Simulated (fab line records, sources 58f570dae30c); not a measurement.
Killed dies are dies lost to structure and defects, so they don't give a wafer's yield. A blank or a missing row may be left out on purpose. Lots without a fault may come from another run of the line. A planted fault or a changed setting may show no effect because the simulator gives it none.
One fault seen from 2 desks | flow berkeley_cmos170 | each desk has only its own numbers; what lay behind them comes last

THE TOOL OWNER'S DESK: krf_scanner-02
The tool's own readings at UCB170_NLDD_EXPOSE_03 (exposes mask NSELECT, target cd 1200 nm): means of the sampled wafers that have a number, for each lot that ran on this tool. A lot is out of limits, marked OUT, if its mean lies more than 4 standard deviations from the usual mean; the brackets give that distance.
Columns: A = exposure_dose_mJ_cm2 at UCB170_NLDD_EXPOSE_03, usual 29.988
lot  | first seen here | A
L662 | day 6 22:48     | 29.999
L674 | day 9 06:36     | 29.857 (-4.9) OUT
This desk's finding: out of limits on L674; first on L674, day 9 06:36 (exposure_dose_mJ_cm2 at UCB170_NLDD_EXPOSE_03). In limits: L662.

THE METROLOGY DESK
What the gauges read, lot by lot, whatever tool the lot ran on: means of the sampled wafers that have a number. A lot is out of limits, marked OUT, if its mean lies more than 4 standard deviations from the usual mean; the brackets give that distance.
Columns: A = cd_nm at UCB170_PLDD_CD_MEAS_06, usual 1200.1 nm; B = PLDD_OVL at UCB170_PLDD_OVL_MEAS_07, usual 4 nm; C = PLDD_TW at UCB170_PLDD_TW_MEAS_11, usual 1018; D = cd_nm at UCB170_NLDD_CD_MEAS_06, usual 1199.7 nm; E = NLDD_OVL at UCB170_NLDD_OVL_MEAS_07, usual 6 nm
lot  | first seen here | A      | B  | C    | D      | E
L662 | day 6 18:01     | 1200.9 | 5  | 1035 | 1198.2 | 4
L665 | day 7 11:17     | 1200.3 | 4  | 997  | 1202.2 | 5
L674 | day 9 04:35     | 1200.3 | 0  | 1024 | 1203.8 | 10
L675 | day 9 18:02     | 1198.7 | 11 | 1024 | 1198.6 | 14
L681 | day 10 23:21    | 1202.0 | 5  | 1017 | 1200.6 | 5
This desk's finding: nothing out of limits on any of the 5 lots.

PUT TOGETHER
The tool owner's desk could have raised an alarm at day 9 06:36, on L674.
The metrology desk saw nothing out of limits.
The metrology desk has L674 on record, within its limits.
Of the lots named, all ran UCB170_NLDD_EXPOSE_03 on krf_scanner-02.

WHAT THE SIMULATOR HAD PUT IN
Process parameter drift: krf_scanner-02, from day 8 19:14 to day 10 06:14, at UCB170_NLDD_EXPOSE_03. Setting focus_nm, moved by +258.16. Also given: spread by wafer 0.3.
Lots struck among those shown: L674.
Hours from the fault's start to each desk's first reading out of limits: the tool owner's desk, 11.
